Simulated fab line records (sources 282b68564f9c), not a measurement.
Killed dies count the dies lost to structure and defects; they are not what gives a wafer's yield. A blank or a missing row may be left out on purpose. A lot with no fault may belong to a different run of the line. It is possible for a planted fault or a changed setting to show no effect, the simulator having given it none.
fab line records	flow rit_cmos
record lots=6	wafers=18	last_day=7
route steps=202 shown SDANNEAL@155 PSD@157 NSD@158 PLDD@159 NLDD@160 SILICIDE@161 CONTACT@168 M1@202
lots that met no fault: taken from a fault-free run of the same line
start_h: the number of hours between the record's first day and the start of the first shown wafer of the lot	wait_h: time in hours since the lot's previous step	" unchanged from the row above	L1.1+2: one row covering several wafers at once	- no value present, or no start provided	* or withheld: withheld	< > ~ a bound
route shown NAME@n: NAME is a module with steps in the file, n the number in the route of the first one	usual: average and standard deviation across the fault-free wafers	same: alike in all rows	chamber/n: place in a boat	sites: the reading at each site	_std_site: the values' standard deviation	_edge_site: the outer-site mean with the inner-site mean subtracted	radius_mm: how far each site lies from the wafer's centre	mask NAME#n: copy n	behind: the tool/chamber that last shaped the wafer	hold: cause of the lot's hold/its duration in hours/its outcome	device: names the non-switching transistor (n, p or np)	end of line: the tests these same wafers got at the end of their route	a step with no rows: only its recipe	killed: count of dies lost to structure and defects at first sort (not the wafer's yield)	map: shows each die of a wafer: x if killed, . if not, _ if none is there
set.NAME: the setting as run; set.NAME@STEP: as run at that earlier step	model.NAME: the simulator's own value behind a step, which no gauge read
a table for each step, a row for each wafer; lots at some steps of the route
services: from which hour (start_h, from the record's first day; less than 0 if before it) a tool's chamber was out of use, for how many hours, and why
## steps
# step RIT_SDANNEAL_CLEAN_02
# recipe chemistry=SC2	mix=3:3:50	time_s=600	temp_c=75	dry=n2_spin
# step RIT_SDANNEAL_RTA_03
# recipe temp_c=1050	time_s=5	idle_temp_c=600	ramp_up_c_per_s=342	ramp_down_c_per_s=171	cool_to_c=600	ambient=N2
# usual wafer_temp_C_max=1053.7/1.2
lot.wafer	tool	chamber	start_h	wait_h	wafer_temp_C_max
L177.1	rtp_anneal-02	0	58.81	0.0	1053.4
L177.5	"	0	"	"	1054.3
L177.6	"	0	"	"	1055.0
L180.2	rtp_anneal-01	0	80.85	0.0	1052.8
L180.4	"	0	"	"	1054.1
L180.6	"	0	"	"	1054.3
L191.1	rtp_anneal-02	0	128.77	0.0	1053.2
L191.2	"	0	"	"	1054.7
L191.6	"	0	"	"	1054.8
L193.1	rtp_anneal-02	0	140.77	0.0	1053.6
L193.3	"	0	"	"	1055.1
L193.5	"	0	"	"	1055.6
L196.2	rtp_anneal-01	0	155.63	0.0	1053.0
L196.3	"	0	"	"	1054.2
L196.5	"	0	"	"	1052.8
L198.2	rtp_anneal-01	0	168.82	0.0	1052.9
L198.3	"	0	"	"	1054.6
L198.4	"	0	"	"	1052.7
# step RIT_SDANNEAL_RS_MEAS_04
# recipe thk_meas_gauge=four-point-probe
# usual PSD_RS=115.55/0.27
lot.wafer	tool	chamber	start_h	wait_h	PSD_RS[ohm/sq]
L177.1	film_metro-01	-	58.87	0.0	115.74
L177.5	"	-	"	"	115.97
L177.6	"	-	"	"	115.76
L180.2	film_metro-01	-	80.97	0.1	115.50
L180.4	"	-	"	"	115.44
L180.6	"	-	"	"	115.44
L191.1	film_metro-01	-	128.83	0.0	115.28
L191.2	"	-	"	"	115.85
L191.6	"	-	"	"	115.00
L193.1	film_metro-01	-	140.83	0.0	115.77
L193.3	"	-	"	"	115.61
L193.5	"	-	"	"	115.81
L196.2	film_metro-01	-	155.70	0.1	115.75
L196.3	"	-	"	"	115.89
L196.5	"	-	"	"	115.60
L198.2	film_metro-01	-	168.89	0.1	115.58
L198.3	"	-	"	"	115.59
L198.4	"	-	"	"	115.84
# step RIT_SDANNEAL_RS_MEAS_05
# recipe thk_meas_gauge=four-point-probe
# usual NSD_RS=86.0/0.32
lot.wafer	tool	chamber	start_h	wait_h	NSD_RS[ohm/sq]
L177.1	film_metro-01	-	58.99	0.1	86.3
L177.5	"	-	"	"	86.2
L177.6	"	-	"	"	86.5
L180.2	film_metro-01	-	81.09	0.1	86.4
L180.4	"	-	"	"	86.4
L180.6	"	-	"	"	86.5
L191.1	film_metro-01	-	128.95	0.1	86.0
L191.2	"	-	"	"	85.9
L191.6	"	-	"	"	86.0
L193.1	film_metro-01	-	140.95	0.1	86.3
L193.3	"	-	"	"	86.1
L193.5	"	-	"	"	85.9
L196.2	film_metro-01	-	155.82	0.1	85.6
L196.3	"	-	"	"	85.8
L196.5	"	-	"	"	85.7
L198.2	film_metro-01	-	169.01	0.1	86.4
L198.3	"	-	"	"	86.5
L198.4	"	-	"	"	86.6
# step RIT_SDANNEAL_RS_MEAS_06
# recipe thk_meas_gauge=four-point-probe
# usual PLDD_RS=178.6/0.5
lot.wafer	tool	chamber	start_h	wait_h	PLDD_RS[ohm/sq]
L177.1	film_metro-01	-	59.11	0.1	178.4
L177.5	"	-	"	"	178.8
L177.6	"	-	"	"	178.2
L180.2	film_metro-01	-	81.21	0.1	178.4
L180.4	"	-	"	"	178.5
L180.6	"	-	"	"	178.9
L191.1	film_metro-01	-	129.07	0.1	179.0
L191.2	"	-	"	"	178.7
L191.6	"	-	"	"	178.8
L193.1	film_metro-01	-	141.07	0.1	178.7
L193.3	"	-	"	"	179.2
L193.5	"	-	"	"	179.6
L196.2	film_metro-01	-	155.94	0.1	178.9
L196.3	"	-	"	"	178.0
L196.5	"	-	"	"	178.4
L198.2	film_metro-01	-	169.13	0.1	179.2
L198.3	"	-	"	"	179.0
L198.4	"	-	"	"	179.4
# step RIT_SDANNEAL_RS_MEAS_07
# recipe thk_meas_gauge=four-point-probe
# usual NLDD_RS=151.6/0.46
lot.wafer	tool	chamber	start_h	wait_h	NLDD_RS[ohm/sq]
L177.1	film_metro-01	-	59.23	0.1	150.8
L177.5	"	-	"	"	151.2
L177.6	"	-	"	"	150.9
L180.2	film_metro-01	-	81.33	0.1	150.8
L180.4	"	-	"	"	151.2
L180.6	"	-	"	"	150.6
L191.1	film_metro-01	-	129.19	0.1	151.1
L191.2	"	-	"	"	152.2
L191.6	"	-	"	"	151.9
L193.1	film_metro-01	-	141.19	0.1	151.6
L193.3	"	-	"	"	152.0
L193.5	"	-	"	"	152.0
L196.2	film_metro-01	-	156.06	0.1	152.0
L196.3	"	-	"	"	152.0
L196.5	"	-	"	"	152.1
L198.2	film_metro-01	-	169.25	0.1	151.6
L198.3	"	-	"	"	151.4
L198.4	"	-	"	"	151.7
# step RIT_SILICIDE_WET_ETCH_00
# recipe chemistry=BOE	target=SiO2	target_depth_nm=14	time_s=15	dry=n2_spin	dilution=10:1	temp_c=21.5
# step RIT_SILICIDE_SPUTTER_01
# recipe material=Ti	target_thk_nm=30	power_w=350	chamber_pressure_pa=0.667	gas=Ar	time_s=236.4	substrate_temp_c=25
# usual chamber_pressure_pa=0.6669/0.0013	throttle_valve_pct=30.7/0.62
lot.wafer	tool	chamber	start_h	wait_h	chamber_pressure_pa	throttle_valve_pct
L177.1	pvd_sputter-01	-	59.36	0.0	0.6669	31.2
L177.5	"	-	"	"	0.6670	31.3
L177.6	"	-	"	"	0.6698	30.2
L180.2	pvd_sputter-03	-	81.44	0.0	0.6675	31.1
L180.4	"	-	"	"	0.6675	30.5
L180.6	"	-	"	"	0.6677	30.6
L191.1	pvd_sputter-01	-	129.32	0.0	0.6655	31.2
L191.2	"	-	"	"	0.6673	30.4
L191.6	"	-	"	"	0.6677	30.5
L193.1	pvd_sputter-04	-	141.32	0.0	0.6654	31.5
L193.3	"	-	"	"	0.6672	31.1
L193.5	"	-	"	"	0.6680	31.4
L196.2	pvd_sputter-04	-	156.17	0.0	0.6683	31.6
L196.3	"	-	"	"	0.6667	31.2
L196.5	"	-	"	"	0.6678	31.7
L198.2	pvd_sputter-04	-	169.36	0.0	0.6661	31.5
L198.3	"	-	"	"	0.6672	29.8
L198.4	"	-	"	"	0.6688	30.8
# step RIT_SILICIDE_RS_MEAS_02
# recipe thk_meas_gauge=four-point-probe	reads=Ti_of_SILICIDE_SPUTTER_01
# usual SILICIDE_TI_RS=48.7/0.96
lot.wafer	tool	chamber	start_h	wait_h	SILICIDE_TI_RS[ohm/sq]
L177.1	film_metro-04	-	59.51	0.1	49.4
L177.5	"	-	"	"	49.3
L177.6	"	-	"	"	49.9
L180.2	film_metro-04	-	81.61	0.1	48.7
L180.4	"	-	"	"	47.7
L180.6	"	-	"	"	48.6
L191.1	film_metro-04	-	129.47	0.1	49.9
L191.2	"	-	"	"	50.7
L191.6	"	-	"	"	50.7
L193.1	film_metro-02	-	141.47	0.1	48.0
L193.3	"	-	"	"	48.0
L193.5	"	-	"	"	48.3
L196.2	film_metro-02	-	156.34	0.1	48.0
L196.3	"	-	"	"	48.2
L196.5	"	-	"	"	48.6
L198.2	film_metro-04	-	169.53	0.1	48.2
L198.3	"	-	"	"	47.6
L198.4	"	-	"	"	48.3
# step RIT_SILICIDE_THK_MEAS_03
# recipe thk_meas_gauge=xrf	reads=Ti_of_SILICIDE_SPUTTER_01
# usual SILICIDE_TI_THK=29.9/0.5
lot.wafer	tool	chamber	start_h	wait_h	SILICIDE_TI_THK[nm]
L177.1	film_metro-04	-	59.63	0.1	29.6
L177.5	"	-	"	"	29.6
L177.6	"	-	"	"	29.2
L180.2	film_metro-04	-	81.72	0.1	30.0
L180.4	"	-	"	"	30.6
L180.6	"	-	"	"	30.2
L191.1	film_metro-04	-	129.59	0.1	29.3
L191.2	"	-	"	"	28.9
L191.6	"	-	"	"	29.0
L193.1	film_metro-02	-	141.59	0.1	30.2
L193.3	"	-	"	"	30.2
L193.5	"	-	"	"	29.8
L196.2	film_metro-02	-	156.45	0.1	30.4
L196.3	"	-	"	"	30.3
L196.5	"	-	"	"	29.9
L198.2	film_metro-04	-	169.64	0.1	30.1
L198.3	"	-	"	"	30.5
L198.4	"	-	"	"	30.2
# step RIT_SILICIDE_RTA_04
# recipe temp_c=650	time_s=10	idle_temp_c=25	ramp_up_s=5	ramp_down_s=5	cool_to_c=25	ambient=N2
# usual wafer_temp_C_max=652.6/1.1
lot.wafer	tool	chamber	start_h	wait_h	wafer_temp_C_max
L177.1	rtp_anneal-01	0	59.69	0.1	651.8
L177.5	"	0	"	"	651.6
L177.6	"	0	"	"	651.8
L180.2	rtp_anneal-02	0	81.78	0.1	654.6
L180.4	"	0	"	"	655.7
L180.6	"	0	"	"	653.9
L191.1	rtp_anneal-01	0	129.65	0.1	651.9
L191.2	"	0	"	"	651.4
L191.6	"	0	"	"	651.5
L193.1	rtp_anneal-01	0	141.65	0.1	651.8
L193.3	"	0	"	"	651.6
L193.5	"	0	"	"	651.6
L196.2	rtp_anneal-02	0	156.51	0.1	652.4
L196.3	"	0	"	"	652.9
L196.5	"	0	"	"	653.0
L198.2	rtp_anneal-02	0	169.70	0.1	652.6
L198.3	"	0	"	"	653.5
L198.4	"	0	"	"	652.6
# step RIT_SILICIDE_WET_ETCH_05
# recipe chemistry=SPM	target=Ti	temp_c=90	time_s=120	dry=n2_spin
# step RIT_SILICIDE_RTA_06
# recipe temp_c=750	time_s=10	idle_temp_c=25	ramp_up_s=5	ramp_down_s=10	cool_to_c=25	ambient=N2
# usual wafer_temp_C_max=753.2/1.3
lot.wafer	tool	chamber	start_h	wait_h	wafer_temp_C_max
L177.1	rtp_anneal-02	0	59.80	0.0	755.8
L177.5	"	0	"	"	753.6
L177.6	"	0	"	"	754.7
L180.2	rtp_anneal-01	0	81.90	0.0	752.3
L180.4	"	0	"	"	752.2
L180.6	"	0	"	"	752.0
L191.1	rtp_anneal-02	0	129.76	0.0	644.3
L191.2	"	0	"	"	643.7
L191.6	"	0	"	"	643.8
L193.1	rtp_anneal-02	0	141.76	0.0	644.7
L193.3	"	0	"	"	644.2
L193.5	"	0	"	"	643.9
L196.2	rtp_anneal-01	0	156.62	0.0	751.5
L196.3	"	0	"	"	751.5
L196.5	"	0	"	"	752.6
L198.2	rtp_anneal-01	0	169.81	0.0	752.6
L198.3	"	0	"	"	751.8
L198.4	"	0	"	"	753.2
# step RIT_CONTACT_CVD_00
# recipe material=SiO2	target_thk_nm=400	precursor=TEOS	temp_c=390	time_s=61	rf_w=400
# usual heater_power_w=333/54
lot.wafer	tool	chamber	start_h	wait_h	heater_power_w
L177.1	pecvd-03	2	59.86	0.1	349
L177.5	"	2	"	"	349
L177.6	"	1	"	"	433
L180.2	pecvd-03	0	82.01	0.1	333
L180.4	"	0	"	"	353
L180.6	"	2	"	"	292
L191.1	pecvd-04	0	129.82	0.1	325
L191.2	"	2	"	"	378
L191.6	"	2	"	"	389
L193.1	pecvd-02	0	141.83	0.1	284
L193.3	"	2	"	"	334
L193.5	"	1	"	"	219
L196.2	pecvd-02	2	156.68	0.0	332
L196.3	"	0	"	"	284
L196.5	"	2	"	"	347
L198.2	pecvd-03	2	169.86	0.0	377
L198.3	"	1	"	"	436
L198.4	"	0	"	"	371
# step RIT_M1_PROBE_99
# usual killed_at_M0_to_M3=0.0/0.083	killed_at_contacts=0.0/0.22	killed_at_front_end=6.9/2.9	killed_dies=7.0/2.9	killed_open=3.5/2	killed_short=3.5/2
# same gross_dies=264	killed_at_M4_up=0	killed_at_back_side=0	killed_at_other=0
lot.wafer	tool	chamber	start_h	wait_h	killed_at_M0_to_M3	killed_at_contacts	killed_at_front_end	killed_dies	killed_open	killed_short	model.etest.npoly_sal.rs_ohm_sq	model.etest.pplus_sal.rs_ohm_sq	model.etest.ppoly_sal.rs_ohm_sq	model.etest.nplus_sal.rs_ohm_sq	model.etest.pplus_sal.line_ohm_um	model.etest.nplus_sal.line_ohm_um	model.etest.contact_pplus.rc_ohm	model.etest.contact_npoly.rc_ohm
L191.2	prober-02	-	136.11	0.1	0	0	5	5	2	3	15.84	15.31	15.35	15.19	4.427	4.4	4.556	4.407
L191.6	prober-02	-	136.31	0.2	0	0	5	5	3	2	15.76	15.3	15.26	15.12	4.418	4.329	4.238	4.429
L193.3	prober-02	-	148.77	0.2	0	0	5	5	4	1	15.2	14.79	14.75	14.62	4.274	4.197	4.37	4.264
L198.2	prober-01	-	176.39	0.1	0	0	13	13	8	5	4.402	4.348	4.34	4.338	1.259	1.263	1.419	1.376
L198.3	prober-01	-	176.44	0.2	0	0	10	10	3	7	4.309	4.295	4.29	4.283	1.233	1.246	1.386	1.378
L198.4	prober-01	-	176.49	0.2	0	0	12	12	5	7	4.395	4.365	4.315	4.312	1.265	1.239	1.36	1.38
# killed by level:class
L191.2 GATE:geometric_particle:short=2 FOX1:geometric_particle:open=1 REOX:geometric_particle:open=1 REOX:geometric_particle:short=1
L191.6 GATE:geometric_particle:open=3 GATE:geometric_particle:short=1 REOX:geometric_particle:short=1
L193.3 REOX:geometric_particle:open=2 FOX1:geometric_particle:short=1 GATE:geometric_particle:open=1 SILICIDE:geometric_particle:open=1
L198.2 GATE:geometric_particle:short=4 GATE:geometric_particle:open=3 SPACER:geometric_particle:open=2 FOX1:geometric_particle:short=1 FOX1:geometric_particle:open=1 REOX:geometric_particle:open=1 SILICIDE:geometric_particle:open=1
L198.3 SILICIDE:geometric_particle:short=3 GATE:geometric_particle:short=2 GATE:geometric_particle:open=2 ACTIVE:geometric_particle:short=1 FOX1:geometric_particle:short=1 REOX:geometric_particle:open=1
L198.4 FOX1:geometric_particle:open=2 FOX2:geometric_particle:short=2 GATE:geometric_particle:short=2 SILICIDE:geometric_particle:short=2 GATE:geometric_particle:open=1 SPACER:geometric_particle:short=1 SPACER:geometric_particle:open=1 SILICIDE:geometric_particle:open=1
## services
tool	chamber	start_h	hours	kind
pecvd-02	1	49.14	11.2	repair
pecvd-04	-	50.00	0.7	repair
pvd_sputter-03	-	51.45	4.5	repair
pvd_sputter-04	-	55.07	17.0	repair
pvd_sputter-03	-	62.24	0.7	repair
pecvd-04	1	89.95	2.3	repair
pvd_sputter-03	-	97.53	30.8	repair
pvd_sputter-03	-	103.34	1.7	repair
pecvd-04	2	103.55	21.1	repair
pecvd-02	-	122.95	2.8	pm
pvd_sputter-04	-	136.16	0.9	repair
pecvd-03	-	164.37	2.8	pm
pecvd-02	-	166.91	1.0	repair
## key
first_sign step=RIT_SILICIDE_RTA_06	reading=wafer_temp_C_max	direction=down	sigmas=84	usual=*	struck=*
effect none on later readings
model_effect step=RIT_M1_PROBE_99	value=etest.npoly_sal.rs_ohm_sq	without=4.489	struck=15.6
met_at RIT_SILICIDE_RTA_06
struck_wafers L191.1,L191.2,L191.6,L193.1,L193.3,L193.5
rows_end L191.1,L193.1,L193.5
tester_left_out L191,L193
onset_between 59.80 129.76
fault kind=process_parameter_drift	tool=rtp_anneal-02	chamber=-	onset_h=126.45	steps=RIT_SILICIDE_RTA_06	channel=temp_c	offset=*	shape=step	end_h=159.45	acts_in=*	stated=*
# tester_left_out: of these lots the tester's yield and bins aren't shown, on N5 and GAA mostly nor the transistor test; their killed dies are dies lost to structure and defects alone, not to doping, threshold or leakage, so they don't give the yield
# rows_end: these wafers met a further fault down the route, and their rows from its step on are left out
